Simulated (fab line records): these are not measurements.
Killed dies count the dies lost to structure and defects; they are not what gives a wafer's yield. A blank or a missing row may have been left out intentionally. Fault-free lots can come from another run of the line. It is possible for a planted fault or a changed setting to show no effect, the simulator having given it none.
A struck lot beside a sound one / flow berkeley-cmos170 / 17 steps out of a route of 331
Sound: wafers L794.3, L794.5, L794.6. Wafers struck: L784.3, L784.4, L784.5. Last of all comes the cause.
Each step with rows lists, per side, the tool, then ch with its chambers, then its first start. Under that, the readings that differ: sound wafers / struck wafers / difference of the means / sigmas: that difference in standard deviations of wafers without a fault.
alike: same words and numbers on both sides, and readings whose means sit less than 2 such deviations apart. not compared: any withheld reading, any reading some wafer has no value for, any bound like >300 that may hide the same value, and any number with overlapping values for which the record gives no deviation.
A row with sigmas, a row that says differs or no value, or rows on one side alone: a step with any of these is where the two part. Non-overlapping numbers with no deviation appear without sigmas and do not part them. Lack of a reading on every wafer of one side parts them only where that side has two or more wafers.

UCB170_NWELL_THK_MEAS_02:
  struck on film-metro-01, day 3 20:23; sound on film-metro-04, day 5 13:27
  alike: NWELL_OXIDE_THK
then, 2 steps without rows for these wafers: UCB170_NWELL_ANNEAL_03 (time 900 s); UCB170_NWELL_CVD_04 (deposits Si3N4 from SiH2Cl2/NH3, target thk 224 nm, time 3360 s).
UCB170_NWELL_THK_MEAS_05:
  struck on film-metro-03, day 4 05:18; sound on film-metro-03, day 5 20:02
  alike: NWELL_NITRIDE_THK
then, 6 steps without rows for these wafers: UCB170_NWELL_HMDS_06 (prime time 60 s); UCB170_NWELL_COAT_07 (resist thk 900 nm); UCB170_NWELL_SOFTBAKE_08 (time 60 s); UCB170_NWELL_EXPOSE_09 (exposes mask NWELL, target cd 3000 nm); UCB170_NWELL_PEB_10; UCB170_NWELL_DEVELOP_11 (develop time 45 s).
UCB170_NWELL_OVL_MEAS_12:
  struck on overlay-01, day 4 06:43; sound on overlay-01, day 5 22:38
reading=NWELL_OVL (nm); sound=8 8 10; struck=-8 -4 -2; difference=-13; sigmas=-2
UCB170_NWELL_ETCH_13: etches Si3N4 in CH3F/Ar/O2, stops on SiO2, target depth 246.4 nm, time 154 s.
  sound on rie-diel-04 ch 0,2,3, day 5 22:40; struck on rie-diel-02 ch 0,2,3, day 4 06:44
  alike: drypump-motor-current-A, oes-product-au, throttle-valve-pct
  not compared: rf-hours-counter-h
UCB170_NWELL_IMPLANT_14:
  sound on implanter-04 ch 0, day 5 22:49; struck on implanter-02 ch 0, day 4 07:13
  alike: beam-on-s
UCB170_NWELL_STRIP_15: strips in O2.
  sound on plasma-asher-03 ch 0,1, day 5 22:56; struck on plasma-asher-01 ch 0,1, day 4 07:20
reading=strip-time-to-endpoint-s (s); sound=18.05 18.16 18.00; struck=17.75 17.72 17.63; difference=-0.37; sigmas=-3
  alike: drypump-motor-current-A, oes-product-au
  not compared: rf-hours-counter-h
UCB170_NWELL_TW_MEAS_16:
  struck on film-metro-03, day 4 07:26; sound on film-metro-04, day 5 23:02
reading=NWELL_TW; sound=1247 1253 1253; struck=1570 1573 1570; difference=+320; sigmas=+29
then, 1 step without rows for these wafers: UCB170_NWELL_CLEAN_17 (cleans in SPM, time 600 s).
-- the record jumps here: 7 days lie between the struck wafers' starts before and after (it left off in module NWELL and takes up again in module M3, whose first step shown is number 331 of the route) --
UCB170_M3_PROBE_99:
  the record has rows for the struck wafers here (prober-02, day 10 19:53) and none for the sound ones

WHERE THEY PART
First at UCB170_NWELL_OVL_MEAS_12; last, within this record, at UCB170_M3_PROBE_99.

WHY: what had been put in by the simulator
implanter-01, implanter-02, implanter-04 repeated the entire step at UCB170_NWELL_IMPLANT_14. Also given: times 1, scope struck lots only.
